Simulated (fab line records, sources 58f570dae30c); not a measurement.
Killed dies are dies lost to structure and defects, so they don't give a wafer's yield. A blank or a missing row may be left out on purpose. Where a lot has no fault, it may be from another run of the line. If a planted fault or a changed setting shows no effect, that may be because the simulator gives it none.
Which tool did it? ; flow berkeleyCmos170 ; 14 lots (42 wafers sampled), 1 step of a 331-step route

== WHAT THE GAUGES READ, wafer by wafer ==
No reading from a measuring or inspecting step in the record can be judged against a usual standard deviation.

== WHICH TOOL RAN EACH LOT (tool, then ch and the chambers of the sampled wafers, then the start) ==
lot;UCB170_PFIELD_PEB_04
L772;lithoTrack-01 ch 0, day 4 07:26
L773;lithoTrack-01 ch 0, day 4 15:43
L775;lithoTrack-01 ch 0, day 4 23:58
L774;lithoTrack-03 ch 0, day 5 00:07
L776;lithoTrack-02 ch 0, day 5 05:59
L777;lithoTrack-01 ch 0, day 5 14:32
L778;lithoTrack-02 ch 0, day 5 15:00
L779;lithoTrack-03 ch 0, day 5 15:13
L780;lithoTrack-02 ch 0, day 6 06:30
L781;lithoTrack-03 ch 0, day 6 06:35
L783;lithoTrack-02 ch 0, day 6 11:29
L782;lithoTrack-02 ch 0, day 6 11:49
L793;lithoTrack-01, day 8 12:26
L794;lithoTrack-03, day 8 12:44
- UCB170_PFIELD_PEB_04

== WHAT THE TOOLS THEMSELVES READ (means of the sampled wafers that have a number; where no wafer has one, the mark that the record gives instead) ==
UCB170_PFIELD_PEB_04. Usual: chillPlateTempC 23.00 C, standard deviation 0.11; exhaustPa 45.1 Pa, standard deviation 0.95; plateTempC 129.99 C, standard deviation 0.14.
lot;tool;chillPlateTempC (C);exhaustPa (Pa);plateTempC (C);flag
L772;lithoTrack-01;22.95;44.7;130.07;
L773;lithoTrack-01;22.95;44.7;129.94;
L775;lithoTrack-01;22.95;44.3;130.05;
L774;lithoTrack-03;23.14;46.2;130.17;
L776;lithoTrack-02;23.01;45.2;130.02;
L777;lithoTrack-01;22.90;45.4;130.09;
L778;lithoTrack-02;23.04;44.4;129.90;
L779;lithoTrack-03;23.02;44.9;129.93;
L780;lithoTrack-02;22.82;45.1;129.89;
L781;lithoTrack-03;23.12;45.7;130.02;
L783;lithoTrack-02;23.17;46.9;130.21;
L782;lithoTrack-02;22.88;45.8;130.03;
L793;lithoTrack-01;-;-;-;OFF
L794;lithoTrack-03;-;-;-;OFF

== THE ANSWER, worked out from the rows above alone ==
Rule: a lot counts as off when the mean over its wafers that have a number is more than 3 standard deviations away from the usual mean. A lot without any number at a reading at which 4 lots or more have one is off too. Any other lot the step has rows for is counted as sound. First the gauges in route order, then the tools' own readings, where a lot's mean is used as printed above. At the first step where some lot is off, the reading lying furthest off is the one used; lots without a number count as furthest.
Off, at UCB170_PFIELD_PEB_04 on chillPlateTempC: L793, L794. Without a number there: L793, L794.
If a tool, at that step or one of the process steps before it, ran each lot that is off and ran no sound lot following the first of them, it fits. Not one of the candidates tried fits.

== WHAT THE SIMULATOR HAD PUT IN ==
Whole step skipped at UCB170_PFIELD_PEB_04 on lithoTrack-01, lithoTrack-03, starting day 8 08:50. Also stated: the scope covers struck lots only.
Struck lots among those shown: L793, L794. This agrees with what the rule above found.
